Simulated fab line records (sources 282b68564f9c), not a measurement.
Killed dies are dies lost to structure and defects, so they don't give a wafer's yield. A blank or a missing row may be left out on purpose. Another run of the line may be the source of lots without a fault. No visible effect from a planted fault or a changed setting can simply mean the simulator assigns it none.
fab line records	flow rit-cmos
record: lots: 6	wafers: 18	last-day: 7
route steps=202 shown M1@184
lots with no fault: from the same line, run without faults
start-h: start of the lot's first displayed wafer, in hours after the record's first day	wait-h: time in hours since the lot's previous step	" same as the row above	L1.1+2: several wafers, shown together as one row	- value missing, or start not given	* or withheld: withheld	< > ~ a bound
route shown NAME@n: a module of which the file shows steps, and the number in the route of the first	usual: mean/standard deviation taken from wafers without a fault	same: alike in all rows	chamber/n: place in a boat	sites: readings site by site	_std_site: the values' standard deviation	_edge_site: the outer-site mean with the inner-site mean subtracted	radius-mm: for every site, how far away it sits from the centre of the wafer	mask NAME#n: copy n	behind: the tool/chamber that last shaped the wafer	hold: why the lot was held/for how many hours/how that ended	device: the n, p or np transistor that did not switch	end of line: tests of these same wafers at the route's end	step lacking rows: just its recipe	killed: dies lost to structure and defects at the first sort, not the wafer's yield	map: a wafer's dies, x killed, . not, _ none there
set.NAME: the setting the step ran with; set.NAME@STEP: the setting that earlier step ran with	model.NAME: the simulator's own value behind a step, which no gauge read
certain route steps with their lots: each step a table, each wafer a row
services: from which hour (start-h, from the record's first day; less than 0 if before it) a tool's chamber was out of use, for how many hours, and why
== steps ==
step: RIT_M1_SPUTTER_00
recipe: material: Al	target-thk-nm: 400	power-w: 2000	chamber-pressure-pa: 0.4	gas: Ar	time-s: 500	substrate-temp-c: 25
usual: throttle-valve-pct: 30.9/1.1
same: time-s: 500
lot.wafer	tool	chamber	start-h	wait-h	throttle-valve-pct
L123.2	pvd-sputter-01	-	73.16	0.0	29.7
L123.3	"	-	"	"	29.7
L123.5	"	-	"	"	30.2
L129.1	pvd-sputter-04	-	102.52	0.0	32.8
L129.3	"	-	"	"	30.4
L129.4	"	-	"	"	31.0
L132.1	pvd-sputter-02	-	117.85	0.0	30.6
L132.4	"	-	"	"	30.7
L132.5	"	-	"	"	30.8
L135.1	pvd-sputter-04	-	133.00	0.0	32.8
L135.2	"	-	"	"	30.4
L135.5	"	-	"	"	32.5
L140.1	pvd-sputter-02	-	157.40	0.0	30.7
L140.4	"	-	"	"	30.7
L140.5	"	-	"	"	30.4
L142.4	pvd-sputter-02	-	166.79	0.0	30.6
L142.5	"	-	"	"	30.7
L142.6	"	-	"	"	30.3
step: RIT_M1_RS_MEAS_01
recipe: thk-meas-gauge: four-point-probe	reads: Al_of_M1_SPUTTER_00
usual: M1_AL_RS: 0.0731/0.00071
lot.wafer	tool	chamber	start-h	wait-h	M1_AL_RS[ohm/sq]
L123.2	film-metro-01	-	73.52	0.2	0.0730
L123.3	"	-	"	"	0.0742
L123.5	"	-	"	"	0.0729
L129.1	film-metro-02	-	102.81	0.1	0.0737
L129.3	"	-	"	"	0.0742
L129.4	"	-	"	"	0.0737
L132.1	film-metro-04	-	118.14	0.1	0.0740
L132.4	"	-	"	"	0.0733
L132.5	"	-	"	"	0.0729
L135.1	film-metro-04	-	133.30	0.1	0.0715
L135.2	"	-	"	"	0.0723
L135.5	"	-	"	"	0.0719
L140.1	film-metro-02	-	157.70	0.1	0.0728
L140.4	"	-	"	"	0.0732
L140.5	"	-	"	"	0.0734
L142.4	film-metro-01	-	167.14	0.2	0.0723
L142.5	"	-	"	"	0.0725
L142.6	"	-	"	"	0.0727
step: RIT_M1_THK_MEAS_02
recipe: thk-meas-gauge: xrf	reads: Al_of_M1_SPUTTER_00
usual: M1_AL_THK: 404/3.9
lot.wafer	tool	chamber	start-h	wait-h	M1_AL_THK[nm]
L123.2	film-metro-01	-	73.63	0.1	406
L123.3	"	-	"	"	400
L123.5	"	-	"	"	405
L129.1	film-metro-02	-	102.93	0.1	398
L129.3	"	-	"	"	398
L129.4	"	-	"	"	400
L132.1	film-metro-04	-	118.26	0.1	400
L132.4	"	-	"	"	404
L132.5	"	-	"	"	406
L135.1	film-metro-04	-	133.42	0.1	411
L135.2	"	-	"	"	409
L135.5	"	-	"	"	411
L140.1	film-metro-02	-	157.82	0.1	406
L140.4	"	-	"	"	403
L140.5	"	-	"	"	403
L142.4	film-metro-01	-	167.23	0.1	403
L142.5	"	-	"	"	405
L142.6	"	-	"	"	406
step: RIT_M1_HMDS_03
recipe: prime-time-s: 60	prime-temp-c: 140
step: RIT_M1_COAT_04
recipe: resist: NOVOLAK	spin-rpm: 2000	resist-thk-nm: 1300
step: RIT_M1_SOFTBAKE_05
recipe: resist: NOVOLAK	temp-c: 90	time-s: 60
step: RIT_M1_EXPOSE_06
recipe: mask-id: M12	na: 0.6	source-shape: conventional	sigma-outer: 0.5	target-cd-nm: 2600	dose-mj: 250
step: RIT_M1_PEB_07
recipe: resist: NOVOLAK	temp-c: withheld	time-s: withheld
step: RIT_M1_DEVELOP_08
recipe: resist: NOVOLAK	develop-time-s: 68	dev-temp-c: 23
step: RIT_M1_CD_MEAS_09
recipe: target-cd-nm: 2600
usual: cd-nm: 2599.6/2
lot.wafer	tool	chamber	start-h	wait-h	cd-nm
L123.2	cd-sem-01	-	74.58	-	2598.5
L123.3	"	-	"	"	2600.6
L123.5	"	-	"	"	2600.4
L129.1	cd-sem-02	-	103.97	-	2599.6
L129.3	"	-	"	"	2596.5
L129.4	"	-	"	"	2597.8
L132.1	cd-sem-02	-	119.20	-	2599.3
L132.4	"	-	"	"	2599.6
L132.5	"	-	"	"	2599.7
L135.1	cd-sem-01	-	134.48	-	2597.6
L135.2	"	-	"	"	2598.9
L135.5	"	-	"	"	2598.3
L140.1	cd-sem-01	-	158.88	-	2598.4
L140.4	"	-	"	"	2598.6
L140.5	"	-	"	"	2597.7
L142.4	cd-sem-01	-	168.33	-	2602.1
L142.5	"	-	"	"	2600.3
L142.6	"	-	"	"	2601.6
step: RIT_M1_OVL_MEAS_10
usual: M1_OVL: 1.5/1.2
lot.wafer	tool	chamber	start-h	wait-h	M1_OVL[nm]
L123.2	overlay-01	-	74.68	0.1	1.5
L123.3	"	-	"	"	1.0
L123.5	"	-	"	"	2.7
L129.1	overlay-01	-	104.09	0.1	0.5
L129.3	"	-	"	"	0.5
L129.4	"	-	"	"	0.3
L132.1	overlay-01	-	119.32	0.1	2.1
L132.4	"	-	"	"	2.3
L132.5	"	-	"	"	1.4
L135.1	overlay-02	-	134.60	0.1	0.3
L135.2	"	-	"	"	0.0
L135.5	"	-	"	"	0.0
L140.1	overlay-01	-	159.00	0.1	0.9
L140.4	"	-	"	"	3.8
L140.5	"	-	"	"	1.6
L142.4	overlay-02	-	168.41	0.1	3.7
L142.5	"	-	"	"	3.7
L142.6	"	-	"	"	2.6
step: RIT_M1_HARDBAKE_11
recipe: resist: NOVOLAK	temp-c: 140	time-s: 120
step: RIT_M1_METAL_ETCH_12
recipe: stop-on: SiO2	chemistry: Cl2/BCl3	target: Al	time-s: 165	over-etch-frac: 0.5	pressure-mtorr: 100	target-depth-a: 6000	rf-w: 250	Cl2_flow_sccm: 60	bcl3-flow-sccm: 50
usual: drypump-motor-current-A: 5.9/0.35	oes-product-au: 0.778/0.0075	run-length-s: 192.93/0.3	throttle-valve-pct: 8.33/0.1
same: over-etch-frac: 0.5
lot.wafer	tool	chamber	start-h	wait-h	drypump-motor-current-A	oes-product-au	rf-hours-counter-h	run-length-s	throttle-valve-pct	model.NOVOLAK_of_M1_COAT_04.thk-nm	model.M1.feature-depth-nm	model.etch.depth-nm
L123.2	rie-metal-04	1	74.96	0.2	6.3	0.785	4	193.12	8.36	805.7	434.9	402.3
L123.3	"	0	"	"	5.2	0.773	-	193.25	8.35	809.4	428.8	396.6
L123.5	"	0	"	"	5.2	0.774	-	193.73	8.36	807.8	436.1	403.9
L129.1	rie-metal-04	1	104.38	0.2	6.3	0.778	5	193.14	8.35	803.4	431.6	398.7
L129.3	"	0	"	"	5.2	0.989	-	127.26	8.32	940.4	353.9	353.9
L129.4	"	1	"	"	6.3	0.778	-	193.20	8.36	804.7	430.8	397.9
L132.1	rie-metal-04	0	119.61	0.2	5.2	0.995	4	127.13	8.29	936.8	360	360
L132.4	"	1	"	"	6.3	0.785	-	193.11	8.36	804.9	434.1	401.4
L132.5	"	1	"	"	6.3	0.780	-	193.09	8.37	802.3	436.5	403.5
L135.1	rie-metal-03	1	134.89	0.2	6.3	0.781	33	192.86	8.21	803.6	442.8	410.7
L135.2	"	0	"	"	5.7	0.778	39	192.61	8.20	799.6	439.4	407.1
L135.5	"	0	"	"	5.7	0.784	-	192.81	8.20	795.8	441.7	408.8
L140.1	rie-metal-03	0	159.29	0.2	5.7	0.776	0	192.39	8.20	810.9	435.4	403
L140.4	"	1	"	"	6.3	0.755	-	192.92	8.22	820.2	431.8	400.3
L140.5	"	0	"	"	5.7	0.765	-	192.49	8.21	810.5	431.1	398.6
L142.4	rie-metal-02	1	168.73	0.1	6.0	0.777	-	192.61	8.30	812.4	437.7	405.4
L142.5	"	1	"	"	6.0	0.785	-	192.98	8.30	813.2	437.4	405.3
L142.6	"	0	"	"	5.7	0.790	-	192.89	8.50	806.9	437.5	404.2
step: RIT_M1_STRIP_13
recipe: chemistry: nmp	resist: NOVOLAK	temp-c: 80	time-s: 600	dry: n2-spin
step: RIT_M1_STRIP_14
recipe: chemistry: O2	time-s: 180	platen-temp-c: withheld	power-w: 500	pressure-mtorr: 4000	o2-flow-sccm: 4000
usual: drypump-motor-current-A: 5.3/0.35
same: time-s: 180
lot.wafer	tool	chamber	start-h	wait-h	drypump-motor-current-A	rf-hours-counter-h
L123.2	plasma-asher-04	1	75.32	0.0	4.7	30
L123.3	"	1	"	"	4.7	-
L123.5	"	0	"	"	5.7	-
L129.1	plasma-asher-04	0	104.73	0.0	5.7	33
L129.3	"	0	"	"	5.7	-
L129.4	"	1	"	"	4.7	-
L132.1	plasma-asher-04	0	119.95	0.0	5.7	35
L132.4	"	1	"	"	4.7	-
L132.5	"	0	"	"	5.7	-
L135.1	plasma-asher-01	0	135.23	0.0	5.2	49
L135.2	"	1	"	"	5.3	49
L135.5	"	1	"	"	5.3	-
L140.1	plasma-asher-01	0	159.64	0.0	5.2	52
L140.4	"	0	"	"	5.2	-
L140.5	"	1	"	"	5.3	-
L142.4	plasma-asher-03	0	169.10	0.1	5.6	-
L142.5	"	0	"	"	5.6	-
L142.6	"	1	"	"	5.6	-
step: RIT_M1_CD_MEAS_90
recipe: target-cd-nm: 2600
usual: cd-nm: 2599.8/2.4
lot.wafer	tool	chamber	start-h	wait-h	cd-nm
L123.2	cd-sem-01	-	75.51	0.1	2598.6
L123.3	"	-	"	"	2599.1
L123.5	"	-	"	"	2599.1
L129.1	cd-sem-02	-	104.91	0.1	2600.1
L129.3	"	-	"	"	2607.2
L129.4	"	-	"	"	2597.7
L132.1	cd-sem-02	-	120.12	0.1	2607.6
L132.4	"	-	"	"	2598.4
L132.5	"	-	"	"	2597.6
L135.1	cd-sem-01	-	135.40	0.1	2601.0
L135.2	"	-	"	"	2598.6
L135.5	"	-	"	"	2598.5
L140.1	cd-sem-01	-	159.82	0.1	2599.4
L140.4	"	-	"	"	2596.4
L140.5	"	-	"	"	2599.9
L142.4	cd-sem-01	-	169.28	0.1	2604.1
L142.5	"	-	"	"	2601.3
L142.6	"	-	"	"	2602.4
step: RIT_M1_ANNEAL_15
recipe: temp-c: 450	time-s: 1800	ambient: forming_gas_H2N2
step: RIT_M1_PROBE_99
usual: defect-limited-yield: 97.3/1.3	killed_at_M0_to_M3: 0.0/0.14	killed-at-contacts: 0.1/0.36	killed-at-front-end: 7/3.4	killed-dies: 7/3.4	killed-on-rim: 2.0/1.5	killed-open: 3.3/2	killed-short: 3.8/2.4	sort_bin_3_pad_short: 0.1/0.24	sort_bin_5_function: 1.5/0.86	sort_bin_6_memory: 1.0/0.74	sort-n-pass: 257/3.4	sort-yield-pct: 97.3/1.3
same: gross-dies: 264	killed_at_M4_up: 0	killed-at-back-side: 0	killed-at-other: 0
lot.wafer	tool	chamber	start-h	wait-h	hold	defect-limited-yield[%]	killed_at_M0_to_M3	killed-at-contacts	killed-at-front-end	killed-dies	killed-on-rim	killed-open	killed-short	sort_bin_3_pad_short[%]	sort_bin_5_function[%]	sort_bin_6_memory[%]	sort-n-pass	sort-yield-pct[%]	model.etest.tester.sort-n-pass	model.etest.tester.sort-yield-pct	model.etest.tester.sort_bin_5_pct	model.etest.npoly-sal.short	model.etest.contact-diode-array.over-limit	model.etest.vpnp.short	model.etest.pldd.short	model.etest.antenna-contact.short
L123.2	prober-02	-	77.28	0.1	-	98.9	0	2	1	3	1	0	1	0	0.4	0.8	261	98.9	261	98.86	0.3788	0	0	0	0	0
L123.3	prober-02	-	77.33	0.2	-	96.6	0	0	9	9	4	4	5	0	0.8	2.7	255	96.6	255	96.59	0.7576	0	0	0	0	0
L123.5	prober-02	-	77.43	0.2	-	97.3	0	1	6	7	3	3	3	0	1.5	1.1	257	97.3	257	97.35	1.515	0	0	0	0	0
L129.1	prober-02	-	106.65	0.1	await-dispo/3.0h/release	97.7	0	0	6	6	4	2	4	0.4	1.5	0.4	258	97.7	258	97.73	1.515	0	0	0	0	0
L129.3	prober-02	-	106.75	0.2	await-dispo/3.0h/release	0	256	0	8	264	70	3	5	0	98.5	1.5	0	0	0	0	98.48	1	1	1	1	1
L129.4	prober-02	-	106.80	0.2	await-dispo/3.0h/release	97.0	0	0	8	8	4	1	7	0	0.8	2.3	256	97.0	256	96.97	0.7576	0	0	0	0	0
L132.1	prober-01	-	121.86	0.1	await-dispo/2.3h/release	0	262	0	2	264	70	2	0	0	99.6	0.4	0	0	0	0	99.62	1	1	1	1	1
L132.4	prober-01	-	122.01	0.2	await-dispo/2.3h/release	96.6	0	1	8	9	1	3	6	0	1.5	1.9	255	96.6	255	96.59	1.515	0	0	0	0	0
L132.5	prober-01	-	122.06	0.2	await-dispo/2.3h/release	95.1	0	0	13	13	3	5	8	0	4.2	0.8	251	95.1	251	95.08	4.167	0	0	0	0	0
L135.1	prober-02	-	137.14	0.1	-	98.1	0	0	5	5	2	2	3	0	1.1	0.8	259	98.1	259	98.11	1.136	0	0	0	0	0
L135.2	prober-02	-	137.19	0.1	-	97.0	1	0	7	8	2	4	3	0	1.1	1.9	256	97.0	256	96.97	1.136	0	0	0	0	0
L135.5	prober-02	-	137.34	0.2	-	97.3	0	0	7	7	1	7	0	0.4	1.5	0.8	257	97.3	257	97.35	1.515	0	0	0	0	0
L140.1	prober-01	-	161.56	0.1	-	98.9	0	0	3	3	1	0	3	0	0.8	0.4	261	98.9	261	98.86	0.7576	0	0	0	0	0
L140.4	prober-01	-	161.71	0.2	-	98.9	0	0	3	3	1	2	1	0	0.8	0.4	261	98.9	261	98.86	0.7576	0	0	0	0	0
L140.5	prober-01	-	161.76	0.2	-	99.6	0	0	1	1	1	1	0	0	0.4	0	263	99.6	263	99.62	0.3788	0	0	0	0	0
L142.4	prober-01	-	171.11	0.2	-	97.0	0	0	8	8	2	2	6	0	2.3	0.8	256	97.0	256	96.97	2.273	0	0	0	0	0
L142.5	prober-01	-	171.16	0.2	-	97.0	0	0	8	8	1	7	1	0	2.3	0.8	256	97.0	256	96.97	2.273	0	0	0	0	0
L142.6	prober-01	-	171.21	0.2	-	96.6	0	0	9	9	2	3	5	0	2.3	1.1	255	96.6	255	96.59	2.273	0	0	0	0	0
killed by level:class
L123.2 CONTACT:coat-microbubble-printed=2 GATE:geometric-particle:short=1
L123.3 GATE:geometric-particle:short=2 SILICIDE:geometric-particle:open=2 FOX1:geometric-particle:short=1 GATE:geometric-particle:open=1 REOX:geometric-particle:short=1 SPACER:geometric-particle:open=1 SPACER:geometric-particle:short=1
L123.5 GATE:geometric-particle:short=2 GATE:geometric-particle:open=1 REOX:geometric-particle:open=1 SPACER:geometric-particle:short=1 SILICIDE:geometric-particle:open=1 CONTACT:coat-microbubble-printed=1
L129.1 FOX2:geometric-particle:short=2 FOX1:geometric-particle:short=1 FOX1:geometric-particle:open=1 FOX2:geometric-particle:open=1 GATE:geometric-particle:short=1
L129.3 M1:area-etch=256 FOX1:geometric-particle:open=1 FOX1:geometric-particle:short=1 FOX2:geometric-particle:short=1 GATE:geometric-particle:short=1 GATE:geometric-particle:open=1 REOX:geometric-particle:short=1 SPACER:geometric-particle:short=1
L129.4 SILICIDE:geometric-particle:short=2 FOX1:geometric-particle:open=1 FOX1:geometric-particle:short=1 FOX2:geometric-particle:short=1 GATE:geometric-particle:short=1 REOX:geometric-particle:short=1 SPACER:geometric-particle:short=1
L132.1 M1:area-etch=262 GATE:geometric-particle:open=1 SPACER:geometric-particle:open=1
L132.4 SILICIDE:geometric-particle:short=3 GATE:geometric-particle:open=2 FOX1:geometric-particle:open=1 GATE:geometric-particle:short=1 REOX:geometric-particle:short=1 CONTACT:geometric-particle:short=1
L132.5 GATE:geometric-particle:short=2 SPACER:geometric-particle:open=2 SILICIDE:geometric-particle:short=2 FOX1:geometric-particle:short=1 FOX2:geometric-particle:open=1 FOX2:geometric-particle:short=1 GATE:geometric-particle:open=1 REOX:geometric-particle:short=1
L135.1 GATE:geometric-particle:open=2 GATE:geometric-particle:short=1 SPACER:geometric-particle:short=1 SILICIDE:geometric-particle:short=1
L135.2 SPACER:geometric-particle:open=2 SPACER:geometric-particle:short=2 FOX1:geometric-particle:short=1 GATE:geometric-particle:open=1 REOX:geometric-particle:open=1 M1:coat-microbubble-printed=1
L135.5 GATE:geometric-particle:open=4 SILICIDE:geometric-particle:open=2 REOX:geometric-particle:open=1
L140.1 FOX2:geometric-particle:short=1 GATE:geometric-particle:short=1 SPACER:geometric-particle:short=1
L140.4 GATE:geometric-particle:open=2 SPACER:geometric-particle:short=1
L140.5 FOX1:geometric-particle:open=1
L142.4 SILICIDE:geometric-particle:short=3 FOX1:geometric-particle:short=1 FOX1:geometric-particle:open=1 FOX2:geometric-particle:short=1 GATE:geometric-particle:short=1 SPACER:geometric-particle:open=1
L142.5 FOX1:geometric-particle:open=3 SPACER:geometric-particle:open=3 GATE:geometric-particle:open=1 SILICIDE:geometric-particle:short=1
L142.6 FOX1:geometric-particle:short=2 GATE:geometric-particle:open=2 SPACER:geometric-particle:short=2 GATE:geometric-particle:short=1 SILICIDE:geometric-particle:open=1 ACTIVE:coat-microbubble-printed=1
map L129.3 (x killed, . not)
________xxxxxxx_______
_____xxxxxxxxxxxxx____
____xxxxxxxxxxxxxxx___
___xxxxxxxxxxxxxxxxx__
__xxxxxxxxxxxxxxxxxxx_
__xxxxxxxxxxxxxxxxxxx_
_xxxxxxxxxxxxxxxxxxxxx
_xxxxxxxxxxxxxxxxxxxxx
_xxxxxxxxxxxxxxxxxxxxx
_xxxxxxxxxxxxxxxxxxxxx
__xxxxxxxxxxxxxxxxxxx_
__xxxxxxxxxxxxxxxxxxx_
___xxxxxxxxxxxxxxxxx__
____xxxxxxxxxxxxxxx___
_____xxxxxxxxxxxxx____
________xxxxxxx_______
map L132.1 (x killed, . not)
________xxxxxxx_______
_____xxxxxxxxxxxxx____
____xxxxxxxxxxxxxxx___
___xxxxxxxxxxxxxxxxx__
__xxxxxxxxxxxxxxxxxxx_
__xxxxxxxxxxxxxxxxxxx_
_xxxxxxxxxxxxxxxxxxxxx
_xxxxxxxxxxxxxxxxxxxxx
_xxxxxxxxxxxxxxxxxxxxx
_xxxxxxxxxxxxxxxxxxxxx
__xxxxxxxxxxxxxxxxxxx_
__xxxxxxxxxxxxxxxxxxx_
___xxxxxxxxxxxxxxxxx__
____xxxxxxxxxxxxxxx___
_____xxxxxxxxxxxxx____
________xxxxxxx_______
== services ==
tool	chamber	start-h	hours	kind
plasma-asher-01	-	53.02	4.2	repair
pvd-sputter-01	-	54.37	4.9	repair
pvd-sputter-02	-	87.69	9.4	repair
plasma-asher-03	-	108.75	9.0	pm
plasma-asher-03	0	108.75	9.0	vent-cycle
plasma-asher-03	1	108.75	9.0	vent-cycle
plasma-asher-03	0	117.75	-	clean
plasma-asher-03	1	117.75	-	clean
rie-metal-04	-	132.13	15.6	pm
rie-metal-03	-	136.12	20.0	pm
rie-metal-03	0	136.12	20.0	vent-cycle
rie-metal-03	1	136.12	20.0	vent-cycle
plasma-asher-03	-	137.99	23.6	repair
rie-metal-03	0	144.06	9.5	repair
rie-metal-03	0	156.12	-	clean
rie-metal-03	1	156.12	-	clean
== key ==
first-sign: step: RIT_M1_METAL_ETCH_12	reading: run-length-s	direction: down	sigmas: 99+	usual: *	struck: *
effect: step: RIT_M1_METAL_ETCH_12	reading: oes-product-au	direction: up	sigmas: 28	usual: 0.778	struck: 0.992
effect: step: RIT_M1_CD_MEAS_90	reading: cd-nm	direction: up	sigmas: 3.1	usual: 2599.8	struck: 2607.4
effect: step: RIT_M1_PROBE_99	reading: killed_at_M0_to_M3	direction: up	sigmas: 99+	usual: 0.0	struck: 259
model-effect: step: RIT_M1_METAL_ETCH_12	value: NOVOLAK_of_M1_COAT_04.thk-nm	without: 807.7	struck: 938.6
model-effect: step: RIT_M1_PROBE_99	value: etest.tester.sort-n-pass	without: 259	struck: 0
more-kills-born-at: RIT_M1_METAL_ETCH_12@rie-metal-04: 518
met-at RIT_M1_METAL_ETCH_12
struck-wafers L129.3,L132.1
later-rows-left-out L129.3,L132.1
onset-between 74.96 104.38
fault: kind: process-parameter-drift	tool: rie-metal-04	chamber: 0	onset-h: 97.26	steps: RIT_M1_METAL_ETCH_12	channel: time-s	offset: *	shape: step	end-h: 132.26	stated: *
later-rows-left-out: the simulator's readings of these wafers behind a module that went badly wrong aren't trusted and aren't shown, but for the sort
